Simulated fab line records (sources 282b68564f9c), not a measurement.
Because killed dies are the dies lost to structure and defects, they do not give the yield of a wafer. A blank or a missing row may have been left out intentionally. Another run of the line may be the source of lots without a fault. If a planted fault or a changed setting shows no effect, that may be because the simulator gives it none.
2 desks looking at one fault ; flow rit-cmos ; what lay behind the numbers comes last; until then each desk has only its own

## FOR THE TOOL OWNER'S DESK: lpcvd-01
The tool's own readings at RIT_ACTIVE_CVD_03 (deposits Si3N4 from SiH2Cl2/NH3, target thk 150 nm, time 1500 s): means of the sampled wafers that have a number, for each lot that ran on this tool. If a lot's mean is further than 4 standard deviations from the usual mean, the lot is out of limits and carries the mark OUT (the distance appears in the brackets).
Columns: A = nh3-flow-sccm at RIT_ACTIVE_CVD_03, usual 149.9 sccm
lot;first seen here;A
L617;day 1 17:07;150.1
L620;day 2 08:07;149.5
L627;day 3 20:17;150.0
L628;day 4 00:56;180.8 (+75) OUT
L630;day 4 10:58;180.1 (+74) OUT
L631;day 4 15:40;179.7 (+73) OUT
This desk's finding: out of limits on L628, L630, L631; first on L628, day 4 00:56 (nh3-flow-sccm at RIT_ACTIVE_CVD_03). L617, L620, L627 stayed within limits.

## METROLOGY DESK
What the gauges read for every lot (on any tool): the sampled wafers with a number, averaged. If a lot's mean is further than 4 standard deviations from the usual mean, the lot is out of limits and carries the mark OUT (the distance appears in the brackets).
Columns: A = ACTIVE_NITRIDE_THK at RIT_ACTIVE_THK_MEAS_04, usual 149.7 nm
lot;first seen here;A
L616;day 1 13:32;150.0
L617;day 1 18:32;146.4
L618;day 1 23:33;148.1
L619;day 2 04:32;150.3
L620;day 2 09:32;148.7
L621;day 2 15:30;151.6
L627;day 3 21:43;148.7
L628;day 4 03:04;171.7 (+14) OUT
L630;day 4 12:22;175.1 (+16) OUT
L631;day 4 17:05;173.0 (+15) OUT
L632;day 4 21:32;149.1
L633;day 5 02:33;148.7
L634;day 5 08:19;147.9
L636;day 5 17:34;149.4
Per this desk, out of limits: L628, L630, L631; the first was L628, day 4 03:04 (ACTIVE_NITRIDE_THK at RIT_ACTIVE_THK_MEAS_04). L616, L617, L618, L619, L620, L621, L627, L632, L633, L634, L636 stayed within limits.

## TAKEN TOGETHER
An alarm could have come from the tool owner's desk at day 4 00:56, on L628, L630, L631.
Metrology desk: alarm possible at day 4 03:04 on L628, L630, L631.
All the named lots went through RIT_ACTIVE_CVD_03 on lpcvd-01.

## WHAT WAS PUT IN BY THE SIMULATOR
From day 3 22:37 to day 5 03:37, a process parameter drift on lpcvd-01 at RIT_ACTIVE_CVD_03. Setting nh3-flow-sccm shifted by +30 from 150. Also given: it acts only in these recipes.
Lots struck among those shown: L628, L630, L631.
Delay (hours) between the fault's onset and each desk's first out-of-limits reading: 2 at the tool owner's desk, 4 at the metrology desk.
